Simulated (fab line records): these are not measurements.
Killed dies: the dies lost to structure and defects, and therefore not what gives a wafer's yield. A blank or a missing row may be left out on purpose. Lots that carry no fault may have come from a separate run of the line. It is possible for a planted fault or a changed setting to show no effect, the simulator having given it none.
Which of the tools did it? || flow berkeley cmos170 || Sampling: 14 lots, 42 wafers, 7 of 331 route steps

== WHAT THE GAUGES SHOWED, per wafer ==
UCB170_PWELL_OVL_MEAS_13. Usual: PWELL_OVL gives 1 nm (standard deviation 5.3).
{"lot": "L344", "measured": "day 3 11:43", "on": "overlay-01", "PWELL_OVL (nm)": "-1 -4 3", "flag": ""}
{"lot": "L345", "measured": "day 3 19:05", "on": "overlay-01", "PWELL_OVL (nm)": "3 8 12", "flag": ""}
{"lot": "L346", "measured": "day 3 18:48", "on": "overlay-02", "PWELL_OVL (nm)": "4 6 0", "flag": ""}
{"lot": "L347", "measured": "day 4 15:23", "on": "overlay-02", "PWELL_OVL (nm)": "8 -8 8", "flag": ""}
{"lot": "L348", "measured": "day 4 15:28", "on": "overlay-02", "PWELL_OVL (nm)": "2 -3 4", "flag": ""}
{"lot": "L349", "measured": "day 4 15:06", "on": "overlay-02", "PWELL_OVL (nm)": "8 -6 -3", "flag": ""}
{"lot": "L351", "measured": "day 5 01:52", "on": "overlay-01", "PWELL_OVL (nm)": "0 -5 -9", "flag": ""}
{"lot": "L353", "measured": "day 5 15:34", "on": "overlay-01", "PWELL_OVL (nm)": "12 1 3", "flag": ""}
{"lot": "L352", "measured": "day 5 15:50", "on": "overlay-02", "PWELL_OVL (nm)": "11 -5 7", "flag": ""}
{"lot": "L356", "measured": "day 6 07:50", "on": "overlay-02", "PWELL_OVL (nm)": "5 6 3", "flag": ""}
{"lot": "L357", "measured": "day 6 07:31", "on": "overlay-01", "PWELL_OVL (nm)": "-6 -10 0", "flag": ""}
{"lot": "L361", "measured": "day 7 06:23", "on": "overlay-02", "PWELL_OVL (nm)": "2 7 8", "flag": ""}
{"lot": "L364", "measured": "day 7 19:29", "on": "overlay-02", "PWELL_OVL (nm)": "-3 1 1", "flag": ""}
{"lot": "L365", "measured": "day 8 03:32", "on": "overlay-01", "PWELL_OVL (nm)": "-7 -8 2", "flag": ""}

UCB170_PFIELD_OVL_MEAS_06. Usual: PFIELD_OVL gives -1 nm (standard deviation 6.1).
{"lot": "L344", "measured": "day 4 21:40", "on": "overlay-01", "PFIELD_OVL (nm)": "2 -1 1", "flag": ""}
{"lot": "L345", "measured": "day 5 03:09", "on": "overlay-01", "PFIELD_OVL (nm)": "-1 -7 -12", "flag": ""}
{"lot": "L346", "measured": "day 5 03:16", "on": "overlay-02", "PFIELD_OVL (nm)": "-1 -1 3", "flag": ""}
{"lot": "L347", "measured": "day 6 03:16", "on": "overlay-01", "PFIELD_OVL (nm)": "-8 0 -4", "flag": ""}
{"lot": "L348", "measured": "day 6 03:22", "on": "overlay-02", "PFIELD_OVL (nm)": "-5 -2 -15", "flag": ""}
{"lot": "L349", "measured": "day 6 02:43", "on": "overlay-01", "PFIELD_OVL (nm)": "9 -8 -1", "flag": ""}
{"lot": "L351", "measured": "day 6 09:35", "on": "overlay-01", "PFIELD_OVL (nm)": "-2 -2 -6", "flag": ""}
{"lot": "L353", "measured": "day 7 02:21", "on": "overlay-02", "PFIELD_OVL (nm)": "-2 3 -4", "flag": ""}
{"lot": "L352", "measured": "day 7 05:25", "on": "overlay-01", "PFIELD_OVL (nm)": "-3 4 2", "flag": ""}
{"lot": "L356", "measured": "day 7 21:23", "on": "overlay-02", "PFIELD_OVL (nm)": "-7 -12 -1", "flag": ""}
{"lot": "L357", "measured": "day 7 21:12", "on": "overlay-02", "PFIELD_OVL (nm)": "-6 -4 -2", "flag": ""}
{"lot": "L361", "measured": "day 8 16:47", "on": "overlay-01", "PFIELD_OVL (nm)": "-11 3 -1", "flag": ""}
{"lot": "L364", "measured": "day 9 05:32", "on": "overlay-02", "PFIELD_OVL (nm)": "2 -4 3", "flag": ""}
{"lot": "L365", "measured": "day 9 17:23", "on": "overlay-01", "PFIELD_OVL (nm)": "9 6 3", "flag": ""}

UCB170_FIELD_THK_MEAS_02. Usual: FIELD_OXIDE_THK gives 556 nm (standard deviation 9.8).
{"lot": "L344", "measured": "day 5 04:14", "on": "film metro-01", "FIELD_OXIDE_THK (nm)": "555 560 563", "flag": ""}
{"lot": "L345", "measured": "day 5 09:56", "on": "film metro-04", "FIELD_OXIDE_THK (nm)": "548 549 548", "flag": ""}
{"lot": "L346", "measured": "day 5 09:56", "on": "film metro-03", "FIELD_OXIDE_THK (nm)": "567 570 570", "flag": ""}
{"lot": "L347", "measured": "day 6 10:20", "on": "film metro-01", "FIELD_OXIDE_THK (nm)": "541 534 537", "flag": ""}
{"lot": "L348", "measured": "day 6 10:19", "on": "film metro-03", "FIELD_OXIDE_THK (nm)": "554 561 557", "flag": ""}
{"lot": "L349", "measured": "day 6 10:19", "on": "film metro-04", "FIELD_OXIDE_THK (nm)": "558 558 568", "flag": ""}
{"lot": "L351", "measured": "day 6 20:07", "on": "film metro-01", "FIELD_OXIDE_THK (nm)": "867 863 867", "flag": "OFF"}
{"lot": "L353", "measured": "day 7 08:20", "on": "film metro-04", "FIELD_OXIDE_THK (nm)": "564 568 560", "flag": ""}
{"lot": "L352", "measured": "day 7 14:28", "on": "film metro-04", "FIELD_OXIDE_THK (nm)": "553 563 565", "flag": ""}
{"lot": "L356", "measured": "day 8 04:19", "on": "film metro-03", "FIELD_OXIDE_THK (nm)": "552 551 550", "flag": ""}
{"lot": "L357", "measured": "day 8 08:37", "on": "film metro-03", "FIELD_OXIDE_THK (nm)": "876 849 861", "flag": "OFF"}
{"lot": "L361", "measured": "day 9 00:34", "on": "film metro-04", "FIELD_OXIDE_THK (nm)": "559 561 561", "flag": ""}
{"lot": "L364", "measured": "day 9 13:09", "on": "film metro-04", "FIELD_OXIDE_THK (nm)": "543 546 552", "flag": ""}
{"lot": "L365", "measured": "day 9 23:22", "on": "film metro-01", "FIELD_OXIDE_THK (nm)": "557 553 554", "flag": ""}

UCB170_FIELD_THK_MEAS_90. Usual: FIELD_OXIDE_LEFT_1_THK gives 439 nm (standard deviation 9.9).
{"lot": "L344", "measured": "day 5 13:17", "on": "film metro-04", "FIELD_OXIDE_LEFT_1_THK (nm)": "439 443 446", "flag": ""}
{"lot": "L345", "measured": "day 5 20:33", "on": "film metro-01", "FIELD_OXIDE_LEFT_1_THK (nm)": "431 432 431", "flag": ""}
{"lot": "L346", "measured": "day 5 20:29", "on": "film metro-01", "FIELD_OXIDE_LEFT_1_THK (nm)": "450 452 453", "flag": ""}
{"lot": "L347", "measured": "day 6 20:39", "on": "film metro-03", "FIELD_OXIDE_LEFT_1_THK (nm)": "422 417 419", "flag": ""}
{"lot": "L348", "measured": "day 6 20:38", "on": "film metro-04", "FIELD_OXIDE_LEFT_1_THK (nm)": "437 443 441", "flag": ""}
{"lot": "L349", "measured": "day 6 20:38", "on": "film metro-01", "FIELD_OXIDE_LEFT_1_THK (nm)": "441 442 452", "flag": ""}
{"lot": "L351", "measured": "day 7 02:22", "on": "film metro-04", "FIELD_OXIDE_LEFT_1_THK (nm)": "751 747 750", "flag": "OFF"}
{"lot": "L353", "measured": "day 7 18:35", "on": "film metro-01", "FIELD_OXIDE_LEFT_1_THK (nm)": "449 452 444", "flag": ""}
{"lot": "L352", "measured": "day 8 00:13", "on": "film metro-01", "FIELD_OXIDE_LEFT_1_THK (nm)": "436 447 448", "flag": ""}
{"lot": "L356", "measured": "day 8 13:23", "on": "film metro-04", "FIELD_OXIDE_LEFT_1_THK (nm)": "435 435 434", "flag": ""}
{"lot": "L357", "measured": "day 8 16:54", "on": "film metro-03", "FIELD_OXIDE_LEFT_1_THK (nm)": "759 733 745", "flag": "OFF"}
{"lot": "L361", "measured": "day 9 10:13", "on": "film metro-03", "FIELD_OXIDE_LEFT_1_THK (nm)": "441 444 444", "flag": ""}
{"lot": "L364", "measured": "day 9 23:18", "on": "film metro-03", "FIELD_OXIDE_LEFT_1_THK (nm)": "425 428 434", "flag": ""}
{"lot": "L365", "measured": "day 10 09:36", "on": "film metro-01", "FIELD_OXIDE_LEFT_1_THK (nm)": "441 437 439", "flag": ""}

UCB170_FIELD_THK_MEAS_91. Usual: FIELD_OXIDE_LEFT_2_THK gives 351 nm (standard deviation 10).
{"lot": "L344", "measured": "day 6 08:32", "on": "film metro-04", "FIELD_OXIDE_LEFT_2_THK (nm)": "351 356 359", "flag": ""}
{"lot": "L345", "measured": "day 6 17:11", "on": "film metro-01", "FIELD_OXIDE_LEFT_2_THK (nm)": "343 344 343", "flag": ""}
{"lot": "L346", "measured": "day 6 17:28", "on": "film metro-01", "FIELD_OXIDE_LEFT_2_THK (nm)": "362 364 365", "flag": ""}
{"lot": "L347", "measured": "day 7 16:41", "on": "film metro-01", "FIELD_OXIDE_LEFT_2_THK (nm)": "334 328 331", "flag": ""}
{"lot": "L348", "measured": "day 7 16:24", "on": "film metro-04", "FIELD_OXIDE_LEFT_2_THK (nm)": "349 355 352", "flag": ""}
{"lot": "L349", "measured": "day 7 15:51", "on": "film metro-01", "FIELD_OXIDE_LEFT_2_THK (nm)": "353 354 364", "flag": ""}
{"lot": "L351", "measured": "day 8 01:53", "on": "film metro-01", "FIELD_OXIDE_LEFT_2_THK (nm)": "661 658 661", "flag": "OFF"}
{"lot": "L353", "measured": "day 8 13:28", "on": "film metro-01", "FIELD_OXIDE_LEFT_2_THK (nm)": "361 364 357", "flag": ""}
{"lot": "L352", "measured": "day 8 21:49", "on": "film metro-04", "FIELD_OXIDE_LEFT_2_THK (nm)": "347 358 360", "flag": ""}
{"lot": "L356", "measured": "day 9 12:14", "on": "film metro-04", "FIELD_OXIDE_LEFT_2_THK (nm)": "346 346 345", "flag": ""}
{"lot": "L357", "measured": "day 9 12:02", "on": "film metro-04", "FIELD_OXIDE_LEFT_2_THK (nm)": "672 645 657", "flag": "OFF"}
{"lot": "L361", "measured": "day 10 07:41", "on": "film metro-03", "FIELD_OXIDE_LEFT_2_THK (nm)": "354 356 356", "flag": ""}
{"lot": "L364", "measured": "day 10 20:47", "on": "film metro-01", "FIELD_OXIDE_LEFT_2_THK (nm)": "336 339 345", "flag": ""}
{"lot": "L365", "measured": "day 11 08:05", "on": "film metro-03", "FIELD_OXIDE_LEFT_2_THK (nm)": "353 350 351", "flag": ""}

== EACH LOT AND THE TOOL THAT RAN IT (in order: tool; ch and the chambers of the sampled wafers; start) ==
{"lot": "L344", "UCB170_NWELL_STRIP_15": "plasma asher-01 ch 0,1, day 2 20:31", "UCB170_FIELD_OXIDATION_01": "furnace-01 ch 0, day 5 01:13"}
{"lot": "L345", "UCB170_NWELL_STRIP_15": "plasma asher-03 ch 0, day 3 01:35", "UCB170_FIELD_OXIDATION_01": "furnace-04 ch 0, day 5 06:56"}
{"lot": "L346", "UCB170_NWELL_STRIP_15": "plasma asher-01 ch 0,1, day 3 01:41", "UCB170_FIELD_OXIDATION_01": "furnace-04 ch 0, day 5 06:56"}
{"lot": "L347", "UCB170_NWELL_STRIP_15": "plasma asher-02 ch 0,1, day 3 14:02", "UCB170_FIELD_OXIDATION_01": "furnace-04 ch 0, day 6 07:19"}
{"lot": "L348", "UCB170_NWELL_STRIP_15": "plasma asher-01 ch 0,1, day 3 19:40", "UCB170_FIELD_OXIDATION_01": "furnace-04 ch 0, day 6 07:19"}
{"lot": "L349", "UCB170_NWELL_STRIP_15": "plasma asher-03 ch 0,1, day 4 00:27", "UCB170_FIELD_OXIDATION_01": "furnace-04 ch 0, day 6 07:19"}
{"lot": "L351", "UCB170_NWELL_STRIP_15": "plasma asher-03 ch 0,1, day 4 08:19", "UCB170_FIELD_OXIDATION_01": "furnace-01 ch 0, day 6 13:11 and furnace-04 ch 0, day 6 17:05"}
{"lot": "L353", "UCB170_NWELL_STRIP_15": "plasma asher-02 ch 0,1, day 4 18:41", "UCB170_FIELD_OXIDATION_01": "furnace-04 ch 0, day 7 05:20"}
{"lot": "L352", "UCB170_NWELL_STRIP_15": "plasma asher-01 ch 0,1, day 4 18:58", "UCB170_FIELD_OXIDATION_01": "furnace-02 ch 0, day 7 11:28"}
{"lot": "L356", "UCB170_NWELL_STRIP_15": "plasma asher-03 ch 0,1, day 5 12:06", "UCB170_FIELD_OXIDATION_01": "furnace-04 ch 0, day 8 01:16"}
{"lot": "L357", "UCB170_NWELL_STRIP_15": "plasma asher-02 ch 0,1, day 5 12:08", "UCB170_FIELD_OXIDATION_01": "furnace-04 ch 0, day 8 01:16"}
{"lot": "L361", "UCB170_NWELL_STRIP_15": "plasma asher-03 ch 1, day 6 10:39", "UCB170_FIELD_OXIDATION_01": "furnace-01 ch 0, day 8 21:34"}
{"lot": "L364", "UCB170_NWELL_STRIP_15": "plasma asher-03 ch 0,1, day 6 23:01", "UCB170_FIELD_OXIDATION_01": "furnace-04 ch 0, day 9 10:08"}
{"lot": "L365", "UCB170_NWELL_STRIP_15": "plasma asher-03 ch 0,1, day 7 09:28", "UCB170_FIELD_OXIDATION_01": "furnace-04 ch 0, day 9 20:20"}
- UCB170_NWELL_STRIP_15: strips in O2.
- UCB170_FIELD_OXIDATION_01: target thk 558.3 nm, ox time 7200 s.

== AS READ BY THE TOOLS THEMSELVES (means over the sampled wafers that have a number; for cases with no such wafer, the mark the record gives instead) ==
UCB170_NWELL_STRIP_15. Usual: chamber pressure mTorr 3500 mTorr, standard deviation 3.3; drypump motor current A 5.8 A, standard deviation 0.36; oes product au 0.722 a.u., standard deviation 0.0048; strip time to endpoint s 18.04 s, standard deviation 0.078.
{"lot": "L344", "tool": "plasma asher-01", "chamber pressure mTorr (mTorr)": 3501, "drypump motor current A (A)": 5.6, "oes product au (a.u.)": 0.722, "strip time to endpoint s (s)": 18.06, "flag": ""}
{"lot": "L345", "tool": "plasma asher-03", "chamber pressure mTorr (mTorr)": 3501, "drypump motor current A (A)": 5.9, "oes product au (a.u.)": 0.721, "strip time to endpoint s (s)": 18.00, "flag": ""}
{"lot": "L346", "tool": "plasma asher-01", "chamber pressure mTorr (mTorr)": 3502, "drypump motor current A (A)": 5.6, "oes product au (a.u.)": 0.724, "strip time to endpoint s (s)": 18.15, "flag": ""}
{"lot": "L347", "tool": "plasma asher-02", "chamber pressure mTorr (mTorr)": 3499, "drypump motor current A (A)": 5.6, "oes product au (a.u.)": 0.724, "strip time to endpoint s (s)": 18.09, "flag": ""}
{"lot": "L348", "tool": "plasma asher-01", "chamber pressure mTorr (mTorr)": 3500, "drypump motor current A (A)": 5.6, "oes product au (a.u.)": 0.722, "strip time to endpoint s (s)": 17.97, "flag": ""}
{"lot": "L349", "tool": "plasma asher-03", "chamber pressure mTorr (mTorr)": 3501, "drypump motor current A (A)": 6.2, "oes product au (a.u.)": 0.721, "strip time to endpoint s (s)": 18.07, "flag": ""}
{"lot": "L351", "tool": "plasma asher-03", "chamber pressure mTorr (mTorr)": 3499, "drypump motor current A (A)": 6.0, "oes product au (a.u.)": 0.723, "strip time to endpoint s (s)": 18.00, "flag": ""}
{"lot": "L353", "tool": "plasma asher-02", "chamber pressure mTorr (mTorr)": 3499, "drypump motor current A (A)": 5.6, "oes product au (a.u.)": 0.721, "strip time to endpoint s (s)": 18.15, "flag": ""}
{"lot": "L352", "tool": "plasma asher-01", "chamber pressure mTorr (mTorr)": 3501, "drypump motor current A (A)": 5.4, "oes product au (a.u.)": 0.721, "strip time to endpoint s (s)": 17.99, "flag": ""}
{"lot": "L356", "tool": "plasma asher-03", "chamber pressure mTorr (mTorr)": 3498, "drypump motor current A (A)": 6.2, "oes product au (a.u.)": 0.723, "strip time to endpoint s (s)": 18.00, "flag": ""}
{"lot": "L357", "tool": "plasma asher-02", "chamber pressure mTorr (mTorr)": 3501, "drypump motor current A (A)": 5.6, "oes product au (a.u.)": 0.720, "strip time to endpoint s (s)": 18.10, "flag": ""}
{"lot": "L361", "tool": "plasma asher-03", "chamber pressure mTorr (mTorr)": 3503, "drypump motor current A (A)": 6.3, "oes product au (a.u.)": 0.719, "strip time to endpoint s (s)": 18.11, "flag": ""}
{"lot": "L364", "tool": "plasma asher-03", "chamber pressure mTorr (mTorr)": 3498, "drypump motor current A (A)": 6.2, "oes product au (a.u.)": 0.719, "strip time to endpoint s (s)": 18.00, "flag": ""}
{"lot": "L365", "tool": "plasma asher-03", "chamber pressure mTorr (mTorr)": 3498, "drypump motor current A (A)": 6.2, "oes product au (a.u.)": 0.721, "strip time to endpoint s (s)": 18.07, "flag": ""}

UCB170_FIELD_OXIDATION_01. Usual: 1004.0 for ox temp c max, sd 1.2.
{"lot": "L344", "tool": "furnace-01", "ox temp c max": 1004.8, "flag": ""}
{"lot": "L345", "tool": "furnace-04", "ox temp c max": 1005.0, "flag": ""}
{"lot": "L346", "tool": "furnace-04", "ox temp c max": 1004.3, "flag": ""}
{"lot": "L347", "tool": "furnace-04", "ox temp c max": 1004.6, "flag": ""}
{"lot": "L348", "tool": "furnace-04", "ox temp c max": 1003.9, "flag": ""}
{"lot": "L349", "tool": "furnace-04", "ox temp c max": 1004.1, "flag": ""}
{"lot": "L351", "tool": "furnace-01/furnace-04", "ox temp c max": 1004.3, "flag": ""}
{"lot": "L353", "tool": "furnace-04", "ox temp c max": 1004.5, "flag": ""}
{"lot": "L352", "tool": "furnace-02", "ox temp c max": 1002.0, "flag": ""}
{"lot": "L356", "tool": "furnace-04", "ox temp c max": 1003.7, "flag": ""}
{"lot": "L357", "tool": "furnace-04", "ox temp c max": 1004.0, "flag": ""}
{"lot": "L361", "tool": "furnace-01", "ox temp c max": 1004.1, "flag": ""}
{"lot": "L364", "tool": "furnace-04", "ox temp c max": 1003.9, "flag": ""}
{"lot": "L365", "tool": "furnace-04", "ox temp c max": 1004.2, "flag": ""}

== THE ANSWER, worked out from the rows above alone ==
Rule: a lot counts as off when the mean over its wafers that have a number is more than 3 standard deviations away from the usual mean. A lot without any number at a reading at which 4 lots or more have one is off too. All remaining lots with rows at the step are treated as sound. Order of review: gauges by route order, followed by the tools' own readings, for which a lot's mean as printed above is used. At the first step where some lot is off, the reading lying furthest off is the one used; lots without a number count as furthest.
Off: L351, L357, at UCB170_FIELD_THK_MEAS_02 (FIELD_OXIDE_THK).
If a tool, at a process step before that reading, ran all the lots that are off and no sound lot after the first of them, it fits. The gauges at UCB170_FIELD_THK_MEAS_02 are tried like those tools. None of those tried fits.

== WHAT WAS PUT IN BY THE SIMULATOR ==
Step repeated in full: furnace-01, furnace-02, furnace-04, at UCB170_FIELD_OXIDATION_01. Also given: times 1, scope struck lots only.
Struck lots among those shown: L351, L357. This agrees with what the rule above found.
